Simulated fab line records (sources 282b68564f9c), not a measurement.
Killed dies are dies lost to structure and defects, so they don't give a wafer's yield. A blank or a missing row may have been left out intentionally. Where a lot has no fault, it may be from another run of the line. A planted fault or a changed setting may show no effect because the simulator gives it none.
fab line records -- flow rit_cmos
record: lots: 14, wafers: 42, last_day: 7
route steps=202 shown ACTIVE@12 GATE@84 CONTACT@169
lots with no fault: from the same line, run without faults
start_h: hours from the record's opening day to when the first of the lot's shown wafers began -- wait_h: hours elapsed since this lot's preceding step -- " same as the row above -- L1.1+2: a row that stands for several wafers -- - value missing, or start not given -- * or withheld: withheld -- < > ~ a bound
route shown NAME@n: names a module that has steps shown in the file, with the first one's number in the route -- usual: mean/standard deviation of fault-free wafers -- same: alike in all rows -- chamber/n: place in a boat -- sites: each site's reading -- _std_site: standard deviation of those values -- _edge_site: outer sites' mean less inner sites' -- radius_mm: how far each site lies from the wafer's centre -- mask NAME#n: copy n -- behind: the last tool/chamber to shape the wafer -- hold: why the lot went on hold/how many hours it stayed there/how the hold came to an end -- device: the n, p or np transistor that did not switch -- end of line: the tests these same wafers got at the end of their route -- a step given without rows: its recipe and nothing more -- killed: at the first sort, the dies lost to defects and structure; wafer yield is something else -- map: per-die view of a wafer (x killed, . not killed, _ where there is no die)
set.NAME: setting as actually run; set.NAME@STEP: the setting as run at that earlier step -- model.NAME: the simulator's own value behind a step, which no gauge read
one table for each step of the route and one row for each wafer, over a sample of lots
services: when a tool's chamber went out of use (start_h, in hours from the record's first day, below 0 if earlier), for how many hours, and the reason
== steps ==
step: RIT_ACTIVE_CD_MEAS_11
recipe: target_cd_nm: 1400
usual: cd_nm: 1400.8/2.6
lot.wafer,tool,chamber,start_h,wait_h,cd_nm
L419.1,cd_sem-02,-,14.56,-,1399.6
L419.5,cd_sem-02,-,14.56,-,1399.1
L419.6,cd_sem-02,-,14.56,-,1400.3
L420.2,cd_sem-01,-,20.26,-,1402.3
L420.3,cd_sem-01,-,20.26,-,1401.2
L420.4,cd_sem-01,-,20.26,-,1403.2
L421.3,cd_sem-01,-,26.77,-,1401.0
L421.4,cd_sem-01,-,26.77,-,1401.7
L421.6,cd_sem-01,-,26.77,-,1402.9
L422.2,cd_sem-02,-,29.68,-,1400.0
L422.3,cd_sem-02,-,29.68,-,1401.2
L422.4,cd_sem-02,-,29.68,-,1402.2
L424.1,cd_sem-02,-,39.44,-,1401.2
L424.3,cd_sem-02,-,39.44,-,1399.7
L424.5,cd_sem-02,-,39.44,-,1399.4
L425.1,cd_sem-01,-,45.50,-,1400.7
L425.2,cd_sem-01,-,45.50,-,1400.4
L425.6,cd_sem-01,-,45.50,-,1400.7
L426.1,cd_sem-02,-,49.56,-,1398.4
L426.3,cd_sem-02,-,49.56,-,1397.2
L426.5,cd_sem-02,-,49.56,-,1398.2
L428.2,cd_sem-02,-,60.29,-,1396.6
L428.3,cd_sem-02,-,60.29,-,1396.8
L428.6,cd_sem-02,-,60.29,-,1396.7
L429.3,cd_sem-02,-,66.18,-,1402.8
L429.4,cd_sem-02,-,66.18,-,1399.9
L429.6,cd_sem-02,-,66.18,-,1404.0
L433.2,cd_sem-02,-,84.70,-,1400.3
L433.3,cd_sem-02,-,84.70,-,1399.7
L433.4,cd_sem-02,-,84.70,-,1399.7
L438.1,cd_sem-02,-,110.15,-,1399.0
L438.5,cd_sem-02,-,110.15,-,1400.1
L438.6,cd_sem-02,-,110.15,-,1396.3
L439.3,cd_sem-01,-,114.60,-,1401.9
L439.4,cd_sem-01,-,114.60,-,1403.9
L439.5,cd_sem-01,-,114.60,-,1404.2
L440.1,cd_sem-01,-,119.44,-,1399.2
L440.2,cd_sem-01,-,119.44,-,1398.5
L440.3,cd_sem-01,-,119.44,-,1401.2
L441.1,cd_sem-01,-,124.56,-,1402.3
L441.2,cd_sem-01,-,124.56,-,1405.0
L441.4,cd_sem-01,-,124.56,-,1404.0
step: RIT_GATE_CVD_08
recipe: material: poly-Si, target_thk_nm: 250, temp_c: 610, precursor: SiH4, time_s: 2220, pressure_mtorr: 307.3, sih4_flow_sccm: 100
usual: zone_power_centre_pct: 26.2/3
lot.wafer,tool,chamber,start_h,wait_h,zone_power_centre_pct
L419.1,lpcvd-01,1,35.14,0.1,31.7
L419.5,lpcvd-01,1,35.14,0.1,31.7
L419.6,lpcvd-01,1,35.14,0.1,31.1
L420.2,lpcvd-02,1,41.42,0.0,24.0
L420.3,lpcvd-02,1,41.42,0.0,24.5
L420.4,lpcvd-02,1,41.42,0.0,24.0
L421.3,lpcvd-02,1,48.43,0.0,23.9
L421.4,lpcvd-02,1,48.43,0.0,23.5
L421.6,lpcvd-02,1,48.43,0.0,24.0
L422.2,lpcvd-01,1,52.24,0.0,31.6
L422.3,lpcvd-01,1,52.24,0.0,31.2
L422.4,lpcvd-01,1,52.24,0.0,31.1
L424.1,lpcvd-02,1,61.85,0.1,24.4
L424.3,lpcvd-02,1,61.85,0.1,23.7
L424.5,lpcvd-02,1,61.85,0.1,24.7
L425.1,lpcvd-01,0,67.95,0.1,25.4
L425.2,lpcvd-01,0,67.95,0.1,25.4
L425.6,lpcvd-01,0,67.95,0.1,25.6
L426.1,lpcvd-02,1,69.28,0.1,24.3
L426.3,lpcvd-02,1,69.28,0.1,24.0
L426.5,lpcvd-02,1,69.28,0.1,24.2
L428.2,lpcvd-02,1,79.40,0.2,23.5
L428.3,lpcvd-02,1,79.40,0.2,24.3
L428.6,lpcvd-02,1,79.40,0.2,24.2
L429.3,lpcvd-01,0,85.26,0.0,25.1
L429.4,lpcvd-01,0,85.26,0.0,25.4
L429.6,lpcvd-01,0,85.26,0.0,25.5
L433.2,lpcvd-01,1,103.97,0.0,30.8
L433.3,lpcvd-01,1,103.97,0.0,31.6
L433.4,lpcvd-01,1,103.97,0.0,31.6
L438.1,lpcvd-02,0,130.33,0.1,25.0
L438.5,lpcvd-02,0,130.33,0.1,25.1
L438.6,lpcvd-02,0,130.33,0.1,24.7
L439.3,lpcvd-01,0,135.00,0.0,25.6
L439.4,lpcvd-01,0,135.00,0.0,25.5
L439.5,lpcvd-01,0,135.00,0.0,25.2
L440.1,lpcvd-01,1,140.09,0.1,30.9
L440.2,lpcvd-01,1,140.09,0.1,31.6
L440.3,lpcvd-01,1,140.09,0.1,31.0
L441.1,lpcvd-02,1,144.24,0.1,23.7
L441.2,lpcvd-02,1,144.24,0.1,24.0
L441.4,lpcvd-02,1,144.24,0.1,23.7
step: RIT_GATE_THK_MEAS_09
recipe: reads: poly-Si_of_GATE_CVD_08
usual: GATE_POLY_THK: 253.9/2.6
lot.wafer,tool,chamber,start_h,wait_h,GATE_POLY_THK[nm]
L419.1,film_metro-02,-,36.76,0.0,252.1
L419.5,film_metro-02,-,36.76,0.0,250.8
L419.6,film_metro-02,-,36.76,0.0,251.2
L420.2,film_metro-04,-,43.05,0.0,253.5
L420.3,film_metro-04,-,43.05,0.0,254.6
L420.4,film_metro-04,-,43.05,0.0,253.2
L421.3,film_metro-03,-,50.07,0.0,257.0
L421.4,film_metro-03,-,50.07,0.0,256.0
L421.6,film_metro-03,-,50.07,0.0,255.9
L422.2,film_metro-03,-,53.87,0.0,250.3
L422.3,film_metro-03,-,53.87,0.0,251.9
L422.4,film_metro-03,-,53.87,0.0,253.1
L424.1,film_metro-03,-,63.46,0.0,251.9
L424.3,film_metro-03,-,63.46,0.0,254.0
L424.5,film_metro-03,-,63.46,0.0,249.7
L425.1,film_metro-02,-,70.38,0.0,249.8
L425.2,film_metro-02,-,70.38,0.0,254.4
L425.6,film_metro-02,-,70.38,0.0,251.1
L426.1,film_metro-03,-,71.70,0.0,259.9
L426.3,film_metro-03,-,71.70,0.0,260.3
L426.5,film_metro-03,-,71.70,0.0,260.7
L428.2,film_metro-02,-,81.84,0.0,255.0
L428.3,film_metro-02,-,81.84,0.0,257.2
L428.6,film_metro-02,-,81.84,0.0,255.3
L429.3,film_metro-02,-,86.90,0.0,256.0
L429.4,film_metro-02,-,86.90,0.0,255.2
L429.6,film_metro-02,-,86.90,0.0,254.2
L433.2,film_metro-04,-,105.59,0.0,252.2
L433.3,film_metro-04,-,105.59,0.0,250.3
L433.4,film_metro-04,-,105.59,0.0,250.4
L438.1,film_metro-03,-,131.95,0.0,252.7
L438.5,film_metro-03,-,131.95,0.0,251.9
L438.6,film_metro-03,-,131.95,0.0,253.1
L439.3,film_metro-02,-,136.64,0.0,347.6
L439.4,film_metro-02,-,136.64,0.0,346.3
L439.5,film_metro-02,-,136.64,0.0,346.7
L440.1,film_metro-02,-,141.71,0.0,349.8
L440.2,film_metro-02,-,141.71,0.0,349.7
L440.3,film_metro-02,-,141.71,0.0,349.9
L441.1,film_metro-02,-,145.86,0.0,257.5
L441.2,film_metro-02,-,145.86,0.0,256.8
L441.4,film_metro-02,-,145.86,0.0,257.2
step: RIT_GATE_ETCH_19
recipe: chemistry: SF6/CHF3/O2, time_s: 165, SF6_flow_sccm: 30, CHF3_flow_sccm: 30, O2_flow_sccm: 5, target: poly-Si, pressure_mtorr: 40, rf_w: 160, target_depth_a: 3125, over_etch_frac: 0.25, stop_on: SiO2
usual: drypump_motor_current_A: 5.7/0.48, oes_product_au: 0.856/0.016, throttle_valve_pct: 10.31/0.16
lot.wafer,tool,chamber,start_h,wait_h,drypump_motor_current_A,oes_product_au,rf_hours_counter_h,throttle_valve_pct
L419.1,rie_si-02,1,37.97,0.1,5.7,0.830,30,10.57
L419.5,rie_si-02,0,37.97,0.1,6.3,0.846,-,10.29
L419.6,rie_si-02,2,37.97,0.1,6.2,0.877,-,10.28
L420.2,rie_si-01,1,44.38,0.1,5.1,0.875,155,10.20
L420.3,rie_si-01,3,44.38,0.1,5.9,0.860,68,10.04
L420.4,rie_si-01,0,44.38,0.1,4.9,0.861,39,10.45
L421.3,rie_si-02,0,51.27,0.1,6.3,0.856,41,10.31
L421.4,rie_si-02,0,51.27,0.1,6.3,0.853,-,10.30
L421.6,rie_si-02,2,51.27,0.1,6.2,0.877,-,10.30
L422.2,rie_si-01,1,55.26,0.1,5.1,0.864,155,10.20
L422.3,rie_si-01,0,55.26,0.1,4.9,0.853,39,10.45
L422.4,rie_si-01,2,55.26,0.1,6.0,0.838,2,10.35
L424.1,rie_si-01,0,64.91,0.1,5.0,0.867,40,10.45
L424.3,rie_si-01,3,64.91,0.1,5.9,0.859,68,10.06
L424.5,rie_si-01,0,64.91,0.1,4.9,0.855,-,10.44
L425.1,rie_si-02,3,71.72,0.1,5.1,0.858,103,10.17
L425.2,rie_si-02,1,71.72,0.1,5.7,0.833,30,10.57
L425.6,rie_si-02,1,71.72,0.1,5.7,0.822,-,10.56
L426.1,rie_si-01,0,73.16,0.1,5.0,0.879,40,10.47
L426.3,rie_si-01,2,73.16,0.1,6.0,0.862,2,10.35
L426.5,rie_si-01,0,73.16,0.1,4.9,0.883,-,10.44
L428.2,rie_si-01,3,83.11,0.1,5.9,0.863,68,10.06
L428.3,rie_si-01,2,83.11,0.1,6.0,0.859,2,10.34
L428.6,rie_si-01,3,83.11,0.1,5.9,0.864,-,10.05
L429.3,rie_si-02,1,88.30,0.1,5.7,0.848,30,10.56
L429.4,rie_si-02,2,88.30,0.1,6.2,0.872,1,10.30
L429.6,rie_si-02,1,88.30,0.1,5.7,0.830,-,10.57
L433.2,rie_si-02,1,106.92,0.1,5.7,0.827,31,10.56
L433.3,rie_si-02,3,106.92,0.1,5.1,0.861,103,10.17
L433.4,rie_si-02,2,106.92,0.1,6.2,0.866,1,10.30
L438.1,rie_si-01,1,133.16,0.1,5.1,0.861,0,10.23
L438.5,rie_si-01,0,133.16,0.1,4.9,0.864,-,10.44
L438.6,rie_si-01,1,133.16,0.1,5.1,0.854,-,10.23
L439.3,rie_si-02,0,138.11,0.1,6.3,1.008,42,10.30
L439.4,rie_si-02,3,138.11,0.1,5.1,1.005,103,10.17
L439.5,rie_si-02,1,138.11,0.1,5.7,0.998,-,10.56
L440.1,rie_si-01,0,143.05,0.1,4.9,1.010,40,10.47
L440.2,rie_si-01,1,143.05,0.1,5.2,1.014,0,10.23
L440.3,rie_si-01,3,143.05,0.1,5.9,1.001,69,10.05
L441.1,rie_si-02,1,147.07,0.1,5.7,0.844,31,10.57
L441.2,rie_si-02,3,147.07,0.1,5.1,0.876,103,10.16
L441.4,rie_si-02,0,147.07,0.1,6.3,0.858,42,10.28
step: RIT_CONTACT_THK_MEAS_01
recipe: reads: SiO2_of_CONTACT_CVD_00
usual: CONTACT_TEOS_THK: 399/5.2
lot.wafer,tool,chamber,start_h,wait_h,CONTACT_TEOS_THK[nm]
L419.1,film_metro-03,-,51.43,0.0,394
L419.5,film_metro-03,-,51.43,0.0,404
L419.6,film_metro-03,-,51.43,0.0,398
L420.2,film_metro-03,-,60.50,0.1,397
L420.3,film_metro-03,-,60.50,0.1,399
L420.4,film_metro-03,-,60.50,0.1,404
L421.3,film_metro-03,-,65.14,0.0,397
L421.4,film_metro-03,-,65.14,0.0,407
L421.6,film_metro-03,-,65.14,0.0,402
L422.2,film_metro-01,-,68.75,0.0,398
L422.3,film_metro-01,-,68.75,0.0,398
L422.4,film_metro-01,-,68.75,0.0,405
L424.1,film_metro-03,-,80.42,0.1,395
L424.3,film_metro-03,-,80.42,0.1,409
L424.5,film_metro-03,-,80.42,0.1,406
L425.1,film_metro-03,-,85.13,0.0,394
L425.2,film_metro-03,-,85.13,0.0,390
L425.6,film_metro-03,-,85.13,0.0,400
L426.1,film_metro-01,-,87.13,0.0,401
L426.3,film_metro-01,-,87.13,0.0,401
L426.5,film_metro-01,-,87.13,0.0,404
L428.2,film_metro-03,-,97.16,0.0,395
L428.3,film_metro-03,-,97.16,0.0,401
L428.6,film_metro-03,-,97.16,0.0,405
L429.3,film_metro-03,-,101.64,0.0,399
L429.4,film_metro-03,-,101.64,0.0,405
L429.6,film_metro-03,-,101.64,0.0,406
L433.2,film_metro-03,-,121.79,0.0,389
L433.3,film_metro-03,-,121.79,0.0,391
L433.4,film_metro-03,-,121.79,0.0,402
L438.1,film_metro-04,-,147.11,0.0,401
L438.5,film_metro-04,-,147.11,0.0,403
L438.6,film_metro-04,-,147.11,0.0,402
L441.1,film_metro-04,-,161.00,0.0,400
L441.2,film_metro-04,-,161.00,0.0,398
L441.4,film_metro-04,-,161.00,0.0,404
step: RIT_CONTACT_OVL_MEAS_09
usual: CONTACT_OVL: -0.4/1.4
lot.wafer,tool,chamber,start_h,wait_h,CONTACT_OVL[nm]
L419.1,overlay-02,-,52.58,0.1,-0.5
L419.5,overlay-02,-,52.58,0.1,-1.5
L419.6,overlay-02,-,52.58,0.1,-2.5
L420.2,overlay-01,-,61.77,0.1,-0.9
L420.3,overlay-01,-,61.77,0.1,-1.9
L420.4,overlay-01,-,61.77,0.1,-2.0
L421.3,overlay-01,-,66.59,0.1,-1.1
L421.4,overlay-01,-,66.59,0.1,-0.5
L421.6,overlay-01,-,66.59,0.1,-0.5
L422.2,overlay-02,-,70.02,0.1,0.7
L422.3,overlay-02,-,70.02,0.1,-0.2
L422.4,overlay-02,-,70.02,0.1,-0.1
L424.1,overlay-02,-,81.57,0.1,-2.1
L424.3,overlay-02,-,81.57,0.1,-2.3
L424.5,overlay-02,-,81.57,0.1,1.1
L425.1,overlay-01,-,86.28,0.1,-0.6
L425.2,overlay-01,-,86.28,0.1,0.6
L425.6,overlay-01,-,86.28,0.1,-0.7
L426.1,overlay-01,-,88.41,0.1,-1.8
L426.3,overlay-01,-,88.41,0.1,-1.1
L426.5,overlay-01,-,88.41,0.1,-0.9
L428.2,overlay-01,-,98.30,0.1,0.3
L428.3,overlay-01,-,98.30,0.1,-1.6
L428.6,overlay-01,-,98.30,0.1,0.2
L429.3,overlay-02,-,102.77,0.1,1.2
L429.4,overlay-02,-,102.77,0.1,1.4
L429.6,overlay-02,-,102.77,0.1,-2.0
L433.2,overlay-02,-,122.94,0.1,-0.7
L433.3,overlay-02,-,122.94,0.1,-1.2
L433.4,overlay-02,-,122.94,0.1,-2.0
L438.1,overlay-02,-,148.26,0.1,1.1
L438.5,overlay-02,-,148.26,0.1,-1.6
L438.6,overlay-02,-,148.26,0.1,0.1
L441.1,overlay-02,-,162.15,0.1,-0.5
L441.2,overlay-02,-,162.15,0.1,0.6
L441.4,overlay-02,-,162.15,0.1,-0.8
== services ==
tool,chamber,start_h,hours,kind
rie_si-02,3,37.15,18.3,repair
lpcvd-02,-,38.00,2.7,repair
rie_si-01,1,87.89,-,clean
rie_si-01,1,87.89,25.8,scheduled_down
rie_si-01,1,87.89,25.8,vent_cycle
rie_si-02,-,95.57,0.3,repair
rie_si-02,-,126.49,1.6,repair
== key ==
first_sign: step: RIT_GATE_THK_MEAS_09, reading: GATE_POLY_THK, direction: up, sigmas: 37, usual: 253.9, struck: 348.3
effect: step: RIT_GATE_ETCH_19, reading: oes_product_au, direction: up, sigmas: 9.4, usual: 0.856, struck: 1.006
met_at RIT_GATE_CVD_08
struck_lots L439,L440
later_rows_left_out L439.3,L439.4,L439.5,L440.1,L440.2,L440.3
sort_left_out L439.3,L439.4,L439.5,L440.1,L440.2,L440.3
tester_left_out L439,L440
not_acting_at RIT_ACTIVE_CD_MEAS_11,RIT_CONTACT_THK_MEAS_01,RIT_CONTACT_OVL_MEAS_09
onset_between 103.97 135.00
fault: kind: process_parameter_drift, tool: lpcvd-01, chamber: -, onset_h: 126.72, steps: RIT_GATE_CVD_08, channel: target_thk_nm, offset: 93.621, shape: step, end_h: 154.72, acts_in: these_recipes_only, stated: 250
tester_left_out: of these lots the tester's yield and bins aren't shown, on N5 and GAA mostly nor the transistor test; their killed dies are dies lost to structure and defects alone, not to doping, threshold or leakage, so they don't give the yield
sort_left_out: the simulated sort isn't trusted on such a fault, so these wafers' sort isn't shown, and their yield isn't known
later_rows_left_out: the simulator's readings of these wafers behind a module that went badly wrong aren't trusted and aren't shown, but for the sort
